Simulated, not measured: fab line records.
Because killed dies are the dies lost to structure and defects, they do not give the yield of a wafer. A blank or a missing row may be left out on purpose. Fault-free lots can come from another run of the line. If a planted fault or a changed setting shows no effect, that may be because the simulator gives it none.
Check for tools in common | flow rit cmos | Sampled: 14 lots, 42 wafers

REASON FOR OPENING
2 of 14 lots carry a flag on the reading SILICIDE_TI_RS at RIT_SILICIDE_RS_MEAS_02. Wafers without a fault read 45.6 ohm/sq, standard deviation 0.58.
Rule: a lot gets a flag if all its wafers with a number sit over 4 standard deviations from that mean, or if no wafer of it has a number. The other lots count as sound.

lot  | measured    | on            | SILICIDE_TI_RS (ohm/sq), wafer by wafer | flag
L321 | day 3 07:02 | film metro-03 | 44.8 46.3 44.9                          |
L323 | day 3 14:01 | film metro-01 | 45.1 45.4 46.3                          |
L324 | day 4 01:29 | film metro-04 | 45.1 45.5 44.9                          |
L325 | day 4 07:27 | film metro-04 | 46.1 46.8 45.5                          |
L327 | day 4 14:43 | film metro-03 | 45.4 45.4 46.4                          |
L326 | day 4 14:58 | film metro-04 | 45.7 45.7 45.8                          |
L328 | day 4 22:28 | film metro-04 | 45.1 44.6 44.9                          |
L329 | day 5 05:56 | film metro-01 | 45.0 45.5 45.1                          |
L330 | day 5 08:38 | film metro-01 | 45.9 46.0 45.9                          |
L331 | day 5 12:18 | film metro-01 | 46.0 46.1 45.8                          |
L335 | day 6 05:43 | film metro-04 | 35.8 36.0 35.4                          | FLAGGED
L336 | day 6 08:50 | film metro-01 | 45.8 46.0 45.5                          |
L337 | day 6 15:36 | film metro-04 | 35.6 35.5 35.8                          | FLAGGED
L344 | day 8 14:04 | film metro-01 | 44.8 45.0 45.3                          |
Average over the flagged lots: 35.7 ohm/sq; offset from the usual -9.9 ohm/sq, equal to -17 standard deviations.

LOT BY LOT: THE TOOL USED
The record holds 1 process step before the reading, out of a route of 202 steps. Every cell lists first the tool, next ch and the chambers used by the sampled wafers, and last the start.
lot  | flag    | RIT_SILICIDE_SPUTTER_01
L321 |         | pvd sputter-02, day 3 06:51
L323 |         | pvd sputter-02, day 3 13:49
L324 |         | pvd sputter-04, day 4 01:17
L325 |         | pvd sputter-01, day 4 07:18
L327 |         | pvd sputter-02, day 4 14:33
L326 |         | pvd sputter-01, day 4 14:47
L328 |         | pvd sputter-02, day 4 22:17
L329 |         | pvd sputter-04, day 5 05:47
L330 |         | pvd sputter-01, day 5 08:26
L331 |         | pvd sputter-02, day 5 12:09
L335 | FLAGGED | pvd sputter-02, day 6 05:34
L336 |         | pvd sputter-04, day 6 08:40
L337 | FLAGGED | pvd sputter-02, day 6 15:26
L344 |         | pvd sputter-04, day 8 13:55
These steps, and what they do:
- RIT_SILICIDE_SPUTTER_01: material Ti, target thk 30 nm, time 240 s.
- RIT_SILICIDE_RS_MEAS_02: measures by four-point-probe.

FLAGGED OVER TOTAL, TOOL BY TOOL (the gauges that took the reading come last)
step                    | tool           | lots run | flagged | share of the flagged lots | sound lots run after its first flagged lot
RIT_SILICIDE_SPUTTER_01 | pvd sputter-01 | 3        | 0       | none                      | -
RIT_SILICIDE_SPUTTER_01 | pvd sputter-02 | 7        | 2       | all                       | 0
RIT_SILICIDE_SPUTTER_01 | pvd sputter-04 | 4        | 0       | none                      | -
RIT_SILICIDE_RS_MEAS_02 | film metro-01  | 6        | 0       | none                      | -
RIT_SILICIDE_RS_MEAS_02 | film metro-03  | 2        | 0       | none                      | -
RIT_SILICIDE_RS_MEAS_02 | film metro-04  | 6        | 2       | all                       | 0

WHAT IS ALLOWED BY THE TABLE
Every flagged lot went through 2 rows of the table: pvd sputter-02 at RIT_SILICIDE_SPUTTER_01 and film metro-04 at RIT_SILICIDE_RS_MEAS_02.
- pvd sputter-02 at RIT_SILICIDE_SPUTTER_01: 2 of its 7 lots flagged. It ran its last sound lot, L331, at day 5 12:09 and its first flagged lot, L335, at day 6 05:34: a fault with its onset between the two fits.
- film metro-04 at RIT_SILICIDE_RS_MEAS_02: 2 of its 6 lots flagged. It ran its last sound lot, L328, at day 4 22:28 and its first flagged lot, L335, at day 6 05:43: a fault with its onset between the two fits.
Because each of these 2 tools fits a fault that began at some hour, counting lots does not separate them. More lots, or a look at what each step does to the wafer, might.

WHAT THE SIMULATOR HAD INSERTED
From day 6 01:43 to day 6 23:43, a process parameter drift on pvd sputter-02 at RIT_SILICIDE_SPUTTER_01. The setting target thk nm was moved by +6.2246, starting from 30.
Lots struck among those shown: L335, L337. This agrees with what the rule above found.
